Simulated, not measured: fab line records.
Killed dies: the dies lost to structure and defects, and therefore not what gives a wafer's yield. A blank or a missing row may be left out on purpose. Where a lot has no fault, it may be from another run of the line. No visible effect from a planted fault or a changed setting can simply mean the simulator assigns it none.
Problem report, 8D (eight disciplines) form, completed by code | flow berkeley-cmos170 | the parts of the form that need people (team, actions taken, sign-off) are left out

1. PROBLEM STATEMENT
CONTACT_PSG_THK at UCB170_CONTACT_THK_MEAS_02 reads a mean of 610 nm on 9 wafers of 3 lots; wafers without a fault read 700 nm with a standard deviation of 8.2. Relative to the usual mean, that is a shift of -11 standard deviations.
First observed at day 12 10:51: wafer L718.1, on film-metro-03. Wafers with a number at this step in the record: 45, from 15 lots. The rule behind "out" and "out of limits": a value lying over 4 standard deviations away from the usual mean. The rest of the wafers with a number are treated as sound.

2. WHAT IT IS; WHAT IT IS NOT
question                    | is                           | is not
which readings at this step | CONTACT_PSG_THK              | -
which lots                  | L718, L721, L722             | L706, L707, L708, L709, L710, L711, L712, L714, L719, L720, L727, L729
which wafers of those lots  | all that have a number       | -
read on which gauges        | film-metro-03, film-metro-04 | film-metro-02
when                        | from day 12 10:51            | up to then (24 sound wafers); but 12 sound wafers of L719, L720, L727, L729 came after

3. THE SUSPECTS, EACH WITH WHAT RULES IT OUT
Counting: a tool at any process step up to the reading remains a suspect when it ran all the lots that are out and ran no sound lot after the first of those.
- the gauge at UCB170_CONTACT_THK_MEAS_02: ruled out. The wafers that are out were read on 2 gauges (film-metro-03, film-metro-04).
- lpcvd-02 at UCB170_CONTACT_CVD_01 (deposits PSG from SiH4/O2/PH3, target thk 700 nm, time 2820 s): kept. All lots that are out passed through it, beginning with L718 at day 12 09:04, and no sound lot followed; its final sound lot before that point was L712 at day 10 14:20.
The count leaves lpcvd-02 at UCB170_CONTACT_CVD_01.

4. THE CAUSE (what the simulator had put in)
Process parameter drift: lpcvd-02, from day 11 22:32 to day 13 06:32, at UCB170_CONTACT_CVD_01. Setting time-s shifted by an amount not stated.
Counting left only this tool.

5. SEQUENCE OF EFFECTS, ordered by route
Each row: a reading whose mean over the struck wafers that have a number lies more than 3 standard deviations from the usual. Scope: only readings with a usual standard deviation given in the record; hours: median across lots of the time from each lot's start at the first step in this table that gives one to its start at this step; sigmas: change in usual standard deviations.
hours | step                       | reading         | usual      | on struck wafers | change | sigmas
0     | UCB170_CONTACT_THK_MEAS_02 | CONTACT_PSG_THK | 700 nm     | 610              | -90    | -11
-     | UCB170_CONTACT_ETCH_18     | oes-product-au  | 0.896 a.u. | 0.827            | -0.069 | -5.3
It contains these process steps:
- UCB170_CONTACT_ETCH_18: etches PSG in CHF3/CF4/Ar, stops on TiSi2, target depth 840 nm, time 195 s.

6. WHAT WOULD HAVE CAUGHT IT SOONER
12 hours passed between the start of the fault at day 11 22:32 and the first reading out of limits at a measuring or inspecting step in this record, taken at day 12 10:51.
No tool reading at UCB170_CONTACT_CVD_01 that has a usual standard deviation in the record was out on any struck wafer, so an alarm limit of 4 standard deviations on those readings would not have fired.
Among the 3 lots that are out, L721, L722 began UCB170_CONTACT_CVD_01 on lpcvd-02 after day 12 10:51. A hold on the tool at that time would have spared those 2.
